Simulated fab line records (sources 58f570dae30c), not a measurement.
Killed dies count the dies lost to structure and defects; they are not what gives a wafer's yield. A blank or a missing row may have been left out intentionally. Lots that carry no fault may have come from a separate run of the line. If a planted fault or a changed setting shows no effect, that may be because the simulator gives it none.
Chamber matching + flow berkeley_cmos170 + rie_diel-01 running UCB170_M2_ETCH_17: 4 sister chambers
The step etches BARC in N2/H2. 18 wafers are shown with their chamber, then 9 later ones without.

WAFERS, EACH WITH ITS CHAMBER
| wafer  | chamber | throttle_valve_pct (%) | drypump_motor_current_A (A) | oes_product_au (a.u.) |
|--------|---------|------------------------|-----------------------------|-----------------------|
| L074.2 | 3       | 13.22                  | 5.7                         | 0.967                 |
| L074.5 | 2       | 13.16                  | 6.1                         | 0.934                 |
| L074.6 | 1       | 13.01                  | 6.0                         | 1.004                 |
| L079.1 | 1       | 13.01                  | 6.1                         | 1.002                 |
| L079.2 | 3       | 13.22                  | 5.7                         | 0.964                 |
| L079.4 | 0       | 13.21                  | 5.3                         | 0.985                 |
| L077.1 | 0       | 13.21                  | 5.3                         | 0.985                 |
| L077.4 | 2       | 13.17                  | 6.0                         | 0.943                 |
| L077.5 | 2       | 13.19                  | 6.0                         | 0.953                 |
| L084.3 | 1       | 12.99                  | 6.0                         | 1.005                 |
| L084.4 | 0       | 13.21                  | 5.3                         | 0.990                 |
| L084.6 | 3       | 13.21                  | 5.8                         | 0.987                 |
| L086.1 | 1       | 13.01                  | 6.0                         | 1.002                 |
| L086.5 | 3       | 13.23                  | 5.8                         | 0.963                 |
| L086.6 | 1       | 13.00                  | 6.0                         | 1.017                 |
| L087.2 | 0       | 13.22                  | 5.3                         | 0.984                 |
| L087.3 | 1       | 13.01                  | 6.0                         | 1.006                 |
| L087.4 | 0       | 13.20                  | 5.3                         | 0.977                 |

SIGNATURES (averages over the wafers above)
| reading                 | chamber 0 | chamber 1 | chamber 2 | chamber 3 | scatter within a chamber |
|-------------------------|-----------|-----------|-----------|-----------|--------------------------|
| throttle_valve_pct      | 13.2100   | 13.0050   | 13.1733   | 13.2200   | 0.00932                  |
| drypump_motor_current_A | 5.300     | 6.017     | 6.033     | 5.750     | 0.0423                   |
| oes_product_au          | 0.98420   | 1.00600   | 0.94333   | 0.97025   | 0.0076                   |
Rule: for each reading, subtract the chamber's mean from the wafer's reading, divide by that reading's scatter and square the result; add these up over the readings and take the root, which gives the wafer's distance from the chamber. If the next closest chamber is less than 2 further off than the closest, the wafer can't be placed; otherwise it belongs to the closest. The scatter is the square root of a quotient: the sum, over the shown wafers, of each reading's squared deviation from its chamber's mean, divided by wafers minus chambers.

WAFERS MISSING THEIR CHAMBER
| wafer  | throttle_valve_pct (%) | drypump_motor_current_A (A) | oes_product_au (a.u.) |
|--------|------------------------|-----------------------------|-----------------------|
| L091.3 | 13.22                  | 5.8                         | 0.975                 |
| L091.4 | 12.99                  | 6.1                         | 1.001                 |
| L091.5 | 13.21                  | 5.8                         | 0.966                 |
| L097.1 | 13.00                  | 6.0                         | 1.012                 |
| L097.2 | 13.21                  | 5.3                         | 0.992                 |
| L097.6 | 13.22                  | 5.3                         | 0.989                 |
| L096.4 | 13.17                  | 6.0                         | 0.951                 |
| L096.5 | 13.01                  | 6.0                         | 1.018                 |
| L096.6 | 13.22                  | 5.3                         | 1.001                 |

CHAMBER TAKEN BY EACH
| wafer  | from the rows above | in truth |
|--------|---------------------|----------|
| L091.3 | 3                   | 3        |
| L091.4 | 1                   | 1        |
| L091.5 | 3                   | 3        |
| L097.1 | 1                   | 1        |
| L097.2 | 0                   | 0        |
| L097.6 | 0                   | 0        |
| L096.4 | 2                   | 2        |
| L096.5 | 1                   | 1        |
| L096.6 | 0                   | 0        |
Correct placement for 9 of the 9. From these rows, 0 cannot be placed. Number placed wrongly: 0.
